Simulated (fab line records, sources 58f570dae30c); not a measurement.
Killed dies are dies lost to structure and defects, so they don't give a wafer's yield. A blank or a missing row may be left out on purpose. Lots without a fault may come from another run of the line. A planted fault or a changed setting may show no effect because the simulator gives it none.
A struck lot beside a sound one | flow berkeley_cmos170 | 14 steps out of a route of 331
Sound: wafers L898.3, L898.5, L898.6. Struck: wafers L907.1, L907.3, L907.6. The cause comes at the end.
At each step with rows: each side's tool, then ch and its chambers, then its first start. Under that, the readings that differ: sound wafers | struck wafers | difference of the means | sigmas: that difference in standard deviations of wafers without a fault.
alike: readings whose means differ by less than 2 such deviations, and words and numbers that are the same on both sides. not compared: withheld readings, readings that some wafer has no value for, bounds like >300 that may hide the same value, and numbers for which the record gives no deviation and whose values overlap.
The two part at a step that has a row with sigmas, a row that says differs or no value, or rows on one side only. Numbers that don't overlap but have no deviation are shown without sigmas and don't part them. A reading that every wafer of one side lacks parts them only if that side has two wafers or more.

first, 2 steps without rows for these wafers: UCB170_ACTIVE_PEB_11; UCB170_ACTIVE_DEVELOP_12 (develop time 45 s).
UCB170_ACTIVE_CD_MEAS_13: target cd 1200 nm.
  sound on cd_sem-02, day 4 09:38; struck on cd_sem-02, day 6 10:38
  alike: cd_nm
UCB170_ACTIVE_OVL_MEAS_14:
  sound on overlay-01, day 4 09:43; struck on overlay-01, day 6 10:46
  alike: ACTIVE_OVL
UCB170_ACTIVE_ETCH_15: etches Si3N4 in CH3F/Ar/O2, stops on SiO2, target depth 242 nm, time 151 s.
  sound on rie_diel-03 ch 1,2,3, day 4 09:44; struck on rie_diel-01 ch 0,1,2, day 6 10:47
  alike: drypump_motor_current_A, oes_product_au, throttle_valve_pct
  not compared: rf_hours_counter_h
UCB170_ACTIVE_STRIP_16: strips in O2.
  sound on plasma_asher-01 ch 0,1, day 4 09:53; struck on plasma_asher-02 ch 0,1, day 6 10:53
  alike: drypump_motor_current_A, oes_product_au, strip_time_to_endpoint_s
  not compared: rf_hours_counter_h
UCB170_ACTIVE_CD_MEAS_90: target cd 1200 nm.
  sound on cd_sem-02, day 4 09:59; struck on cd_sem-02, day 6 10:59
  alike: cd_nm
then, 5 steps without rows for these wafers: UCB170_ACTIVE_CLEAN_17 (cleans in SPM, time 600 s); UCB170_PFIELD_HMDS_00 (prime time 60 s); UCB170_PFIELD_COAT_01 (resist thk 900 nm); UCB170_PFIELD_SOFTBAKE_02 (time 60 s); UCB170_PFIELD_EXPOSE_03 (exposes mask PFIELD, target cd 1500 nm).
UCB170_PFIELD_PEB_04:
  sound on litho_track-03 ch 0, day 4 11:34; struck on litho_track-01, day 6 15:43
  no value came back on the struck wafers for chill_plate_temp_C (C), exhaust_pa (Pa); on the sound wafers chill_plate_temp_C (C) reads 23.11 23.13 22.95
then, 1 step without rows for these wafers: UCB170_PFIELD_DEVELOP_05 (develop time 45 s).

WHERE THEY PART
Only at UCB170_PFIELD_PEB_04, within this record.

WHY: what the simulator had put in
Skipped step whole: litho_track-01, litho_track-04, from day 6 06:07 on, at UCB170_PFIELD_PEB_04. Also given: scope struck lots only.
